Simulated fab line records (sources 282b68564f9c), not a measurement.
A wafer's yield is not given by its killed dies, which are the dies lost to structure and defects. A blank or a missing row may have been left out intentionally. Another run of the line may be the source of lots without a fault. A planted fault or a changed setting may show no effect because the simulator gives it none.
fab line records    flow rit-cmos
record lots=6  wafers=18  last-day=8
route steps=202 shown GATE@83 REOX@98 NLDD@103 PLDD@114 M1@202
lots that met no fault: taken from a fault-free run of the same line
start-h: the number of hours between the record's first day and the start of the first shown wafer of the lot    wait-h: time in hours since the lot's previous step    " the same as in the row above    L1.1+2: one row covering several wafers at once    - no value, or no start given    * or withheld: withheld    < > ~ a bound
route shown NAME@n: a module of which the file shows steps, and the number in the route of the first    usual: mean and standard deviation over wafers with no fault    same: alike in all rows    chamber/n: place in a boat    sites: each site's reading    _std_site: how widely they spread, as a standard deviation    _edge_site: inner sites' mean taken away from outer sites' mean    radius-mm: for every site, how far away it sits from the centre of the wafer    mask NAME#n: copy n    behind: the last tool/chamber to shape the wafer    hold: why the lot went on hold/how many hours it stayed there/how the hold came to an end    device: names the non-switching transistor (n, p or np)    end of line: the tests these same wafers got at the end of their route    a step with no rows: only its recipe    killed: dies lost to structure and defects at the first sort, not the wafer's yield    map: shows each die of a wafer: x if killed, . if not, _ if none is there
set.NAME: the setting that was run; set.NAME@STEP: the one run at that earlier step    model.NAME: the simulator's own value behind a step, which no gauge read
a table for each step, a row for each wafer; lots at some steps of the route
services: when a tool's chamber went out of use (start-h, in hours from the record's first day, below 0 if earlier), for how many hours, and the reason
## steps
# step RIT_GATE_THK_MEAS_07
# recipe reads=SiO2_of_GATE_OXIDATION_05
# usual GATE_OXIDE_THK=3.04/0.064
lot.wafer  tool           chamber  start-h  wait-h  GATE_OXIDE_THK[nm]
L594.1     film-metro-03  -        45.04    0.0     3.04
L594.2     "              -        "        "       3.09
L594.5     "              -        "        "       3.08
L598.2     film-metro-01  -        63.72    0.0     3.15
L598.3     "              -        "        "       3.07
L598.4     "              -        "        "       3.12
L608.2     film-metro-03  -        121.98   0.0     2.92
L608.3     "              -        "        "       2.95
L608.5     "              -        "        "       2.94
L612.1     film-metro-04  -        155.06   0.0     2.99
L612.5     "              -        "        "       2.99
L612.6     "              -        "        "       3.07
L614.1     film-metro-04  -        158.53   0.0     3.12
L614.2     "              -        "        "       3.05
L614.6     "              -        "        "       3.07
L615.4     film-metro-03  -        168.60   0.0     2.94
L615.5     "              -        "        "       3.00
L615.6     "              -        "        "       2.98
# step RIT_GATE_CVD_08
# recipe material=poly-Si  target-thk-nm=250  temp-c=610  precursor=SiH4  time-s=2220  pressure-mtorr=300  sih4-flow-sccm=100
# step RIT_GATE_THK_MEAS_09
# recipe reads=poly-Si_of_GATE_CVD_08
# usual GATE_POLY_THK=250.6/1.9
lot.wafer  tool           chamber  start-h  wait-h  GATE_POLY_THK[nm]
L594.1     film-metro-04  -        47.23    0.0     252.0
L594.2     "              -        "        "       250.5
L594.5     "              -        "        "       252.6
L598.2     film-metro-04  -        65.40    0.0     250.5
L598.3     "              -        "        "       251.3
L598.4     "              -        "        "       251.3
L608.2     film-metro-01  -        123.66   0.0     251.4
L608.3     "              -        "        "       251.8
L608.5     "              -        "        "       250.6
L612.1     film-metro-01  -        156.74   0.0     251.1
L612.5     "              -        "        "       250.3
L612.6     "              -        "        "       252.7
L614.1     film-metro-03  -        160.21   0.0     249.3
L614.2     "              -        "        "       249.0
L614.6     "              -        "        "       252.2
L615.4     film-metro-03  -        170.28   0.0     247.2
L615.5     "              -        "        "       250.3
L615.6     "              -        "        "       248.3
# step RIT_GATE_HMDS_10
# recipe prime-time-s=60  prime-temp-c=140
# step RIT_GATE_COAT_11
# recipe resist=NOVOLAK  spin-rpm=4250  resist-thk-nm=850
# step RIT_GATE_SOFTBAKE_12
# recipe resist=NOVOLAK  temp-c=90  time-s=60
# step RIT_GATE_EXPOSE_13
# recipe mask-id=M6  na=0.6  source-shape=conventional  sigma-outer=0.6  target-cd-nm=150  dose-mj=380
# step RIT_GATE_PEB_14
# recipe resist=NOVOLAK  temp-c=withheld  time-s=withheld
# step RIT_GATE_DEVELOP_15
# recipe resist=NOVOLAK  develop-time-s=50  dev-temp-c=23
# step RIT_GATE_CD_MEAS_16
# recipe target-cd-nm=150
# usual cd-nm=149.1/2.2
lot.wafer  tool       chamber  start-h  wait-h  cd-nm
L594.1     cd-sem-01  -        48.27    -       147.9
L594.2     "          -        "        "       149.5
L594.5     "          -        "        "       150.0
L598.2     cd-sem-01  -        66.57    -       148.6
L598.3     "          -        "        "       150.5
L598.4     "          -        "        "       149.1
L608.2     cd-sem-01  -        124.70   -       148.3
L608.3     "          -        "        "       148.4
L608.5     "          -        "        "       149.8
L612.1     cd-sem-01  -        157.90   -       151.4
L612.5     "          -        "        "       150.7
L612.6     "          -        "        "       151.0
L614.1     cd-sem-02  -        161.26   -       150.3
L614.2     "          -        "        "       150.6
L614.6     "          -        "        "       150.0
L615.4     cd-sem-01  -        171.98   -       148.3
L615.5     "          -        "        "       147.8
L615.6     "          -        "        "       147.0
# step RIT_GATE_OVL_MEAS_17
# usual GATE_OVL=0.0/1.4
lot.wafer  tool        chamber  start-h  wait-h  GATE_OVL[nm]
L594.1     overlay-01  -        48.39    0.1     -2.6
L594.2     "           -        "        "       -0.8
L594.5     "           -        "        "       1.5
L598.2     overlay-01  -        66.68    0.1     -1.2
L598.3     "           -        "        "       -1.2
L598.4     "           -        "        "       0.2
L608.2     overlay-02  -        124.81   0.1     -1.1
L608.3     "           -        "        "       -0.8
L608.5     "           -        "        "       3.0
L612.1     overlay-01  -        158.02   0.1     -0.4
L612.5     "           -        "        "       -0.1
L612.6     "           -        "        "       0.8
L614.1     overlay-02  -        161.38   0.1     -0.1
L614.2     "           -        "        "       2.2
L614.6     "           -        "        "       -0.3
L615.4     overlay-02  -        172.06   0.1     0.3
L615.5     "           -        "        "       -1.9
L615.6     "           -        "        "       0.6
# step RIT_GATE_HARDBAKE_18
# recipe resist=NOVOLAK  temp-c=140  time-s=60
# step RIT_GATE_ETCH_19
# recipe chemistry=SF6/CHF3/O2  time-s=165  SF6_flow_sccm=30  CHF3_flow_sccm=30  O2_flow_sccm=5  target=poly-Si  pressure-mtorr=40  rf-w=160  target-depth-a=3125  over-etch-frac=0.25  stop-on=SiO2
# usual drypump-motor-current-A=5.54/0.28  oes-product-au=0.849/0.016  throttle-valve-pct=10.24/0.06
lot.wafer  tool       chamber  start-h  wait-h  drypump-motor-current-A  oes-product-au  rf-hours-counter-h  throttle-valve-pct
L594.1     rie-si-02  2        48.57    0.1     5.09                     0.871           97                  10.22
L594.2     "          0        "        "       5.35                     0.827           146                 10.22
L594.5     "          1        "        "       5.97                     0.878           -                   10.19
L598.2     rie-si-02  2        66.96    0.1     5.12                     0.858           98                  10.22
L598.3     "          3        "        "       5.45                     0.833           1                   10.24
L598.4     "          0        "        "       5.34                     0.837           146                 10.21
L608.2     rie-si-02  0        124.99   0.1     5.35                     0.834           146                 10.23
L608.3     "          3        "        "       5.43                     0.828           1                   10.25
L608.5     "          1        "        "       5.98                     0.875           -                   10.18
L612.1     rie-si-02  0        158.21   0.1     5.33                     0.849           0                   10.18
L612.5     "          3        "        "       5.43                     0.829           -                   10.25
L612.6     "          2        "        "       5.11                     0.863           -                   10.23
L614.1     rie-si-02  2        161.66   0.1     5.11                     0.856           98                  10.20
L614.2     "          3        "        "       5.43                     0.836           2                   10.25
L614.6     "          3        "        "       5.42                     0.832           -                   10.24
L615.4     rie-si-01  3        172.28   0.1     5.26                     0.851           -                   10.14
L615.5     "          2        "        "       5.78                     0.857           -                   10.31
L615.6     "          1        "        "       5.58                     0.855           -                   10.29
# step RIT_GATE_STRIP_20
# recipe chemistry=O2  time-s=180  resist=NOVOLAK  platen-temp-c=withheld  power-w=500  pressure-mtorr=4000  o2-flow-sccm=4000
# usual drypump-motor-current-A=5.9/0.49
lot.wafer  tool             chamber  start-h  wait-h  drypump-motor-current-A  rf-hours-counter-h
L594.1     plasma-asher-04  0        48.68    0.1     5.8                      41
L594.2     "                1        "        "       5.4                      41
L594.5     "                0        "        "       5.8                      -
L598.2     plasma-asher-03  0        67.06    0.1     6.0                      43
L598.3     "                0        "        "       6.0                      -
L598.4     "                1        "        "       6.8                      -
L608.2     plasma-asher-03  1        125.10   0.1     6.8                      48
L608.3     "                0        "        "       6.0                      -
L608.5     "                1        "        "       6.9                      -
L612.1     plasma-asher-04  1        158.31   0.1     5.4                      51
L612.5     "                1        "        "       5.4                      -
L612.6     "                0        "        "       5.8                      -
L614.1     plasma-asher-01  1        161.77   0.1     5.8                      35
L614.2     "                0        "        "       5.4                      35
L614.6     "                1        "        "       5.9                      -
L615.4     plasma-asher-01  0        172.39   0.1     5.4                      -
L615.5     "                1        "        "       5.8                      -
L615.6     "                0        "        "       5.4                      -
# step RIT_GATE_CD_MEAS_90
# recipe target-cd-nm=150
# usual cd-nm=149.1/2.2
lot.wafer  tool       chamber  start-h  wait-h  cd-nm
L594.1     cd-sem-02  -        48.86    0.1     148.4
L594.2     "          -        "        "       149.3
L594.5     "          -        "        "       150.4
L598.2     cd-sem-01  -        67.26    0.1     148.9
L598.3     "          -        "        "       150.3
L598.4     "          -        "        "       148.9
L608.2     cd-sem-02  -        125.29   0.1     148.4
L608.3     "          -        "        "       148.8
L608.5     "          -        "        "       150.2
L612.1     cd-sem-02  -        158.49   0.1     151.6
L612.5     "          -        "        "       150.7
L612.6     "          -        "        "       150.8
L614.1     cd-sem-02  -        161.94   0.1     150.2
L614.2     "          -        "        "       150.9
L614.6     "          -        "        "       150.2
L615.4     cd-sem-01  -        172.57   0.1     149.1
L615.5     "          -        "        "       147.8
L615.6     "          -        "        "       146.7
# step RIT_REOX_CLEAN_00
# recipe chemistry=SC1  mix=3:3:50  time-s=600  temp-c=75
# step RIT_REOX_CLEAN_01
# recipe chemistry=dHF  dilution=50:1  time-s=30
# step RIT_REOX_CLEAN_02
# recipe chemistry=SC2  mix=3:3:50  time-s=600  temp-c=75  dry=n2-spin
# step RIT_REOX_OXIDATION_03
# recipe temp-c=900  ambient=O2  target-thk-a=252  ox-time-s=5580
# step RIT_REOX_THK_MEAS_04
# recipe reads=SiO2_of_REOX_OXIDATION_03
# usual REOX_OXIDE_THK=25.3/0.58
lot.wafer  tool           chamber  start-h  wait-h  REOX_OXIDE_THK[nm]
L594.1     film-metro-04  -        52.28    0.0     25.5
L594.2     "              -        "        "       25.9
L594.5     "              -        "        "       25.5
L598.2     film-metro-04  -        70.69    0.0     25.7
L598.3     "              -        "        "       25.6
L598.4     "              -        "        "       25.7
L608.2     film-metro-03  -        137.44   0.0     25.4
L608.3     "              -        "        "       25.6
L608.5     "              -        "        "       25.6
L612.1     film-metro-04  -        162.04   0.0     25.7
L612.5     "              -        "        "       25.8
L612.6     "              -        "        "       25.8
L614.1     film-metro-03  -        167.67   0.0     25.2
L614.2     "              -        "        "       25.0
L614.6     "              -        "        "       25.5
L615.4     film-metro-04  -        175.91   0.0     25.1
L615.5     "              -        "        "       24.9
L615.6     "              -        "        "       24.9
# step RIT_NLDD_HMDS_00
# recipe prime-time-s=60  prime-temp-c=140
# step RIT_NLDD_COAT_01
# recipe resist=NOVOLAK  spin-rpm=3250  resist-thk-nm=1000
# step RIT_NLDD_SOFTBAKE_02
# recipe resist=NOVOLAK  temp-c=90  time-s=60
# step RIT_NLDD_EXPOSE_03
# recipe mask-id=M7  na=0.57  target-cd-nm=40700  dose-mj=250
# step RIT_NLDD_PEB_04
# recipe resist=NOVOLAK  temp-c=withheld  time-s=withheld
# step RIT_NLDD_DEVELOP_05
# recipe resist=NOVOLAK  develop-time-s=50  dev-temp-c=23
# step RIT_NLDD_OVL_MEAS_06
# usual NLDD_OVL=-0.5/1.6
lot.wafer  tool        chamber  start-h  wait-h  NLDD_OVL[nm]
L594.1     overlay-02  -        53.32    -       2.0
L594.2     "           -        "        "       1.8
L594.5     "           -        "        "       -0.1
L598.2     overlay-02  -        76.10    -       -0.8
L598.3     "           -        "        "       -2.2
L598.4     "           -        "        "       -2.2
L608.2     overlay-02  -        138.35   -       -1.2
L608.3     "           -        "        "       -0.8
L608.5     "           -        "        "       -2.9
L612.1     overlay-02  -        163.92   -       -0.2
L612.5     "           -        "        "       -1.5
L612.6     "           -        "        "       0.5
L614.1     overlay-02  -        168.58   -       3.1
L614.2     "           -        "        "       -0.1
L614.6     "           -        "        "       0.4
L615.4     overlay-01  -        177.27   -       -2.2
L615.5     "           -        "        "       -2.5
L615.6     "           -        "        "       -3.2
# step RIT_NLDD_HARDBAKE_07
# recipe resist=NOVOLAK  temp-c=140  time-s=60
# step RIT_NLDD_IMPLANT_08
# recipe species=P  energy-kev=20  dose-cm2=5e+14  tilt-deg=7
# step RIT_NLDD_STRIP_09
# recipe chemistry=O2  time-s=180  resist=NOVOLAK  platen-temp-c=withheld  power-w=500  pressure-mtorr=4000  o2-flow-sccm=4000
# usual drypump-motor-current-A=5.9/0.46
lot.wafer  tool             chamber  start-h  wait-h  drypump-motor-current-A  rf-hours-counter-h
L594.1     plasma-asher-02  1        53.65    0.1     5.5                      40
L594.2     "                0        "        "       5.9                      40
L594.5     "                1        "        "       5.5                      -
L598.2     plasma-asher-02  1        76.43    0.1     5.5                      42
L598.3     "                1        "        "       5.5                      -
L598.4     "                0        "        "       5.9                      -
L608.2     plasma-asher-02  1        138.68   0.1     5.5                      1
L608.3     "                0        "        "       5.9                      -
L608.5     "                1        "        "       5.5                      -
L612.1     plasma-asher-01  0        164.26   0.1     5.4                      35
L612.5     "                1        "        "       5.9                      -
L612.6     "                0        "        "       5.4                      -
L614.1     plasma-asher-01  1        168.92   0.1     5.9                      36
L614.2     "                0        "        "       5.4                      36
L614.6     "                0        "        "       5.5                      -
L615.4     plasma-asher-02  0        177.65   0.1     5.9                      -
L615.5     "                1        "        "       5.5                      -
L615.6     "                0        "        "       5.9                      -
# step RIT_NLDD_TW_MEAS_10
# usual NLDD_TW=2505/28
lot.wafer  tool           chamber  start-h  wait-h  NLDD_TW
L594.1     film-metro-01  -        53.83    0.1     2481
L594.2     "              -        "        "       2483
L594.5     "              -        "        "       2482
L598.2     film-metro-02  -        76.61    0.1     2502
L598.3     "              -        "        "       2504
L598.4     "              -        "        "       2498
L608.2     film-metro-02  -        138.87   0.1     2485
L608.3     "              -        "        "       2488
L608.5     "              -        "        "       2496
L612.1     film-metro-01  -        164.43   0.1     2469
L612.5     "              -        "        "       2476
L612.6     "              -        "        "       2489
L614.1     film-metro-02  -        169.10   0.1     2490
L614.2     "              -        "        "       2476
L614.6     "              -        "        "       2486
L615.4     film-metro-02  -        177.80   0.1     2486
L615.5     "              -        "        "       2482
L615.6     "              -        "        "       2478
# step RIT_PLDD_HMDS_00
# recipe prime-time-s=60  prime-temp-c=140
# step RIT_PLDD_COAT_01
# recipe resist=NOVOLAK  spin-rpm=3250  resist-thk-nm=1000
# step RIT_PLDD_SOFTBAKE_02
# recipe resist=NOVOLAK  temp-c=90  time-s=60
# step RIT_PLDD_EXPOSE_03
# recipe mask-id=M8  na=0.57  target-cd-nm=40900  dose-mj=250
# step RIT_PLDD_PEB_04
# recipe resist=NOVOLAK  temp-c=withheld  time-s=withheld
# step RIT_PLDD_DEVELOP_05
# recipe resist=NOVOLAK  develop-time-s=50  dev-temp-c=23
# step RIT_PLDD_OVL_MEAS_06
# usual PLDD_OVL=-0.4/1.4
lot.wafer  tool        chamber  start-h  wait-h  PLDD_OVL[nm]
L594.1     overlay-01  -        55.01    -       -0.6
L594.2     "           -        "        "       0.3
L594.5     "           -        "        "       -1.4
L598.2     overlay-02  -        77.62    -       -0.5
L598.3     "           -        "        "       -3.2
L598.4     "           -        "        "       0.4
L608.2     overlay-01  -        139.90   -       -0.8
L608.3     "           -        "        "       0.5
L608.5     "           -        "        "       -1.3
L612.1     overlay-02  -        165.34   -       -0.7
L612.5     "           -        "        "       -2.1
L612.6     "           -        "        "       -1.7
L614.1     overlay-02  -        170.01   -       2.3
L614.2     "           -        "        "       1.1
L614.6     "           -        "        "       0.8
L615.4     overlay-02  -        179.44   -       -1.4
L615.5     "           -        "        "       0.6
L615.6     "           -        "        "       -0.8
# step RIT_PLDD_HARDBAKE_07
# recipe resist=NOVOLAK  temp-c=140  time-s=60
# step RIT_PLDD_IMPLANT_08
# recipe species=BF2  energy-kev=20  dose-cm2=9e+14  tilt-deg=7
# step RIT_PLDD_STRIP_09
# recipe chemistry=O2  time-s=180  resist=NOVOLAK  platen-temp-c=withheld  power-w=500  pressure-mtorr=4000  o2-flow-sccm=4000
# usual drypump-motor-current-A=5.9/0.47
lot.wafer  tool             chamber  start-h  wait-h  drypump-motor-current-A  rf-hours-counter-h
L594.1     plasma-asher-04  1        55.34    0.1     5.4                      42
L594.2     "                0        "        "       5.8                      42
L594.5     "                1        "        "       5.4                      -
L598.2     plasma-asher-02  0        77.95    0.1     5.9                      42
L598.3     "                0        "        "       5.9                      -
L598.4     "                1        "        "       5.5                      -
L608.2     plasma-asher-04  0        140.23   0.1     5.8                      50
L608.3     "                1        "        "       5.4                      -
L608.5     "                1        "        "       5.4                      -
L612.1     plasma-asher-02  1        165.71   0.1     5.5                      4
L612.5     "                1        "        "       5.4                      -
L612.6     "                0        "        "       5.9                      -
L614.1     plasma-asher-03  0        170.34   0.1     6.0                      52
L614.2     "                1        "        "       6.8                      52
L614.6     "                1        "        "       6.8                      -
L615.4     plasma-asher-04  0        179.81   0.1     5.8                      -
L615.5     "                0        "        "       5.7                      -
L615.6     "                1        "        "       5.4                      -
# step RIT_PLDD_TW_MEAS_10
# usual PLDD_TW=2366/25
lot.wafer  tool           chamber  start-h  wait-h  PLDD_TW
L594.1     film-metro-02  -        55.52    0.1     2353
L594.2     "              -        "        "       2354
L594.5     "              -        "        "       2358
L598.2     film-metro-03  -        78.13    0.1     2403
L598.3     "              -        "        "       2408
L598.4     "              -        "        "       2404
L608.2     film-metro-02  -        140.41   0.1     2344
L608.3     "              -        "        "       2339
L608.5     "              -        "        "       2351
L612.1     film-metro-01  -        165.88   0.1     2354
L612.5     "              -        "        "       2330
L612.6     "              -        "        "       2333
L614.1     film-metro-03  -        170.52   0.1     2409
L614.2     "              -        "        "       2413
L614.6     "              -        "        "       2400
L615.4     film-metro-03  -        179.96   0.1     2403
L615.5     "              -        "        "       2408
L615.6     "              -        "        "       2403
# step RIT_M1_PROBE_99
# usual killed_at_M0_to_M3=0.0/0.14  killed-at-front-end=7/3.1  killed-dies=7/3.1  killed-open=3.8/2.3  killed-short=3.2/1.9
# same gross-dies=264  killed_at_M4_up=0  killed-at-back-side=0  killed-at-contacts=0  killed-at-other=0
lot.wafer  tool       chamber  start-h  wait-h  killed_at_M0_to_M3  killed-at-front-end  killed-dies  killed-open  killed-short
L608.2     prober-01  -        153.98   0.1     0                   6                    6            5            1
L608.3     prober-01  -        154.03   0.2     0                   15                   15           13           2
L608.5     prober-01  -        154.13   0.2     0                   10                   10           7            3
L612.1     prober-01  -        181.89   0.1     0                   32                   32           3            4
L612.5     prober-01  -        182.09   0.2     0                   43                   43           0            1
L612.6     prober-01  -        182.14   0.2     0                   22                   22           3            3
L614.1     prober-01  -        184.32   0.1     0                   16                   16           1            2
L614.2     prober-01  -        184.37   0.1     0                   45                   45           4            3
L614.6     prober-01  -        184.57   0.2     0                   49                   49           3            3
L615.4     prober-01  -        195.99   0.2     1                   8                    9            3            6
L615.5     prober-01  -        196.04   0.2     0                   12                   12           6            6
L615.6     prober-01  -        196.09   0.2     0                   3                    3            2            1
# killed by level:class
L608.2 FOX2:geometric-particle:open=3 FOX1:geometric-particle:short=1 FOX1:geometric-particle:open=1 GATE:geometric-particle:open=1
L608.3 FOX1:geometric-particle:open=4 SPACER:geometric-particle:open=4 FOX2:geometric-particle:open=2 REOX:geometric-particle:open=2 SILICIDE:geometric-particle:short=2 GATE:geometric-particle:open=1
L608.5 FOX1:geometric-particle:open=2 FOX2:geometric-particle:short=2 GATE:geometric-particle:open=2 SILICIDE:geometric-particle:open=2 SPACER:geometric-particle:open=1 SILICIDE:geometric-particle:short=1
L612.1 GATE:unspecified=25 GATE:geometric-particle:open=3 REOX:geometric-particle:short=3 GATE:geometric-particle:short=1
L612.5 GATE:unspecified=42 GATE:geometric-particle:short=1
L612.6 GATE:unspecified=16 REOX:geometric-particle:open=2 FOX1:geometric-particle:short=1 FOX2:geometric-particle:short=1 GATE:geometric-particle:open=1 REOX:geometric-particle:short=1
L614.1 GATE:unspecified=13 FOX1:geometric-particle:short=1 GATE:geometric-particle:open=1 GATE:geometric-particle:short=1
L614.2 GATE:unspecified=38 FOX2:geometric-particle:open=2 FOX2:geometric-particle:short=1 GATE:geometric-particle:short=1 GATE:geometric-particle:open=1 REOX:geometric-particle:short=1 SILICIDE:geometric-particle:open=1
L614.6 GATE:unspecified=43 GATE:geometric-particle:open=2 SPACER:geometric-particle:short=2 GATE:geometric-particle:short=1 SILICIDE:geometric-particle:open=1
L615.4 GATE:geometric-particle:short=2 FOX1:geometric-particle:open=1 FOX1:geometric-particle:short=1 GATE:geometric-particle:open=1 REOX:geometric-particle:short=1 SPACER:geometric-particle:short=1 SPACER:geometric-particle:open=1 M1:geometric-particle:short=1
L615.5 GATE:geometric-particle:short=5 REOX:geometric-particle:open=2 SPACER:geometric-particle:open=2 FOX2:geometric-particle:short=1 GATE:geometric-particle:open=1 SILICIDE:geometric-particle:open=1
L615.6 GATE:geometric-particle:open=2 SPACER:geometric-particle:short=1
# map L612.5 (x killed, . not)
________......._______
_____.............____
____...............___
___.................__
__..................._
__...........x......._
_.....................
_.....x..x............
_.....xxxxx.x.........
_....xxxxxxxx.........
__..xxxxxxxx.x......._
__..x.xxxxxxx........_
___..xxxxxx.........__
____...xx.x........___
_____.............____
________......._______
# map L614.6 (x killed, . not)
________......._______
_____.............____
____...x...........___
___.................__
__..................._
__..................x_
_.....................
_........x..x.....x...
_....xxxxxxx..........
_.....xxxxxxx.........
__..xxxxxxxxx........_
__...xxxxxxxx....x..._
___...xxxxxxx.......__
____..xx.xx........___
_____.x...........____
________......._______
## services
tool             chamber  start-h  hours  kind
rie-si-02        1        52.96    6.6    repair
rie-si-02        0        72.58    18.3   repair
plasma-asher-02  -        74.68    1.6    repair
plasma-asher-02  -        108.75   9.0    pm
plasma-asher-02  0        108.75   9.0    vent-cycle
plasma-asher-02  1        108.75   9.0    vent-cycle
plasma-asher-02  0        117.75   -      clean
plasma-asher-02  1        117.75   -      clean
rie-si-02        0        129.10   -      clean
rie-si-02        0        129.10   16.2   scheduled-down
rie-si-02        0        129.10   16.2   vent-cycle
rie-si-01        1        131.99   -      clean
rie-si-01        1        131.99   21.8   scheduled-down
rie-si-01        1        131.99   21.8   vent-cycle
rie-si-01        0        155.65   -      clean
rie-si-01        0        155.65   27.1   scheduled-down
rie-si-01        0        155.65   27.1   vent-cycle
plasma-asher-01  -        169.32   2.1    repair
rie-si-01        2        178.00   2.7    repair
## key
first-sign step=RIT_M1_PROBE_99  reading=killed-dies  direction=up  sigmas=9  usual=7  struck=34
effect step=RIT_M1_PROBE_99  reading=killed-at-front-end  direction=up  sigmas=8.9  usual=7  struck=34
met-at RIT_GATE_ETCH_19
struck-wafers L612.1,L612.5,L612.6,L614.1,L614.2,L614.6
tester-left-out L612,L614
onset-between 124.99 158.21
also-fits RIT_NLDD_STRIP_09:plasma-asher-01
fault kind=chamber-particle-source  tool=rie-si-02  chamber=-  onset-h=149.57  steps=RIT_GATE_ETCH_19  rate-per-visit-cm2=1.7047  end-h=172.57
# tester-left-out: of these lots the tester's yield and bins aren't shown, on N5 and GAA mostly nor the transistor test; their killed dies are dies lost to structure and defects alone, not to doping, threshold or leakage, so they don't give the yield
